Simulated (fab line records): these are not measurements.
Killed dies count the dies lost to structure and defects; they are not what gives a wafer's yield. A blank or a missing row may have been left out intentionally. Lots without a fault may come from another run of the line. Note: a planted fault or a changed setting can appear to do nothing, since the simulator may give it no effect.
Which tool is to blame? / flow berkeley_cmos170 / 42 wafers from 14 lots sampled at 2 of the route's 331 steps

## WHAT EACH GAUGE READ, for each wafer
UCB170_ACTIVE_CD_MEAS_13: the cd target is 1200 nm.
lot=L231; measured=day 4 15:00; on=cd_sem-02; cd_nm (nm)=1199.8 1199.4 1201.0
lot=L232; measured=day 4 15:17; on=cd_sem-02; cd_nm (nm)=1198.1 1198.1 1197.5
lot=L233; measured=day 5 05:27; on=cd_sem-02; cd_nm (nm)=1199.9 1197.9 1201.1
lot=L234; measured=day 5 15:28; on=cd_sem-01; cd_nm (nm)=1198.3 1199.5 1199.2
lot=L239; measured=day 6 14:43; on=cd_sem-01; cd_nm (nm)=1199.7 1200.5 1201.1
lot=L240; measured=day 6 20:40; on=cd_sem-02; cd_nm (nm)=1202.8 1199.8 1201.9
lot=L241; measured=day 7 00:52; on=cd_sem-02; cd_nm (nm)=1199.6 1198.8 1202.3
lot=L245; measured=day 8 02:54; on=cd_sem-02; cd_nm (nm)=1199.6 1200.7 1198.6
lot=L247; measured=day 8 06:14; on=cd_sem-02; cd_nm (nm)=1199.5 1198.8 1200.3
lot=L250; measured=day 8 23:11; on=cd_sem-01; cd_nm (nm)=1199.1 1200.7 1200.3
lot=L251; measured=day 9 09:14; on=cd_sem-01; cd_nm (nm)=1201.3 1201.8 1203.0
lot=L252; measured=day 9 09:28; on=cd_sem-01; cd_nm (nm)=1199.4 1201.4 1198.5
lot=L254; measured=day 9 18:27; on=cd_sem-01; cd_nm (nm)=1199.5 1199.9 1199.8
lot=L253; measured=day 9 18:40; on=cd_sem-01; cd_nm (nm)=1199.6 1199.3 1201.8

UCB170_NVT_OVL_MEAS_06.
lot=L231; measured=day 6 03:47; on=overlay-02; NVT_OVL (nm)=7 10 5
lot=L232; measured=day 6 03:35; on=overlay-01; NVT_OVL (nm)=-2 0 2
lot=L233; measured=day 6 23:14; on=overlay-02; NVT_OVL (nm)=3 7 1
lot=L234; measured=day 7 08:00; on=overlay-02; NVT_OVL (nm)=12 6 1
lot=L239; measured=day 8 01:56; on=overlay-01; NVT_OVL (nm)=4 4 -4
lot=L240; measured=day 8 11:05; on=overlay-02; NVT_OVL (nm)=5 12 4
lot=L241; measured=day 8 11:16; on=overlay-02; NVT_OVL (nm)=2 10 7
lot=L245; measured=day 9 18:01; on=overlay-01; NVT_OVL (nm)=-6 2 -7
lot=L247; measured=day 9 18:10; on=overlay-02; NVT_OVL (nm)=2 19 16
lot=L250; measured=day 10 17:30; on=overlay-01; NVT_OVL (nm)=7 9 7
lot=L251; measured=day 11 07:23; on=overlay-01; NVT_OVL (nm)=6 4 5
lot=L252; measured=day 11 07:09; on=overlay-02; NVT_OVL (nm)=-1 1 4
lot=L254; measured=day 11 20:53; on=overlay-02; NVT_OVL (nm)=-5 0 -12
lot=L253; measured=day 11 20:47; on=overlay-02; NVT_OVL (nm)=3 0 -4

## WHAT TOOL EACH LOT RAN ON (gives the tool, then ch and the chambers of the sampled wafers, and finally the start)
The record shows no process step preceding these readings.

## WHAT THE TOOLS THEMSELVES READ (means of the sampled wafers that have a number; where no wafer has one, the mark that the record gives instead)
The record holds no such reading with a usual standard deviation.

## THE ANSWER, worked out from the rows above alone
Rule: the lots themselves supply what counts as usual. The widest of any qualifying gaps counts: lots, ordered by their means at a reading, are off when they make up no more than a third of the lots, leave a main group of 4 or more, and stand apart from it by 3 or more times the standard deviation of that group's means. A main group is skipped when, at the precision printed for the reading in the tables above, its means are all equal. Also off: a lot with no number at a reading for which 4 or more lots have one. All remaining lots with rows at the step are treated as sound. The gauges are gone through in route order, then the tools' own readings, and for those a lot's mean is taken as printed above. At the first step where some lot is off, the reading lying furthest off is the one used; lots without a number count as furthest.
Nothing can be told from this: no lot is off at any reading shown.

## WHAT HAD BEEN PUT IN BY THE SIMULATOR
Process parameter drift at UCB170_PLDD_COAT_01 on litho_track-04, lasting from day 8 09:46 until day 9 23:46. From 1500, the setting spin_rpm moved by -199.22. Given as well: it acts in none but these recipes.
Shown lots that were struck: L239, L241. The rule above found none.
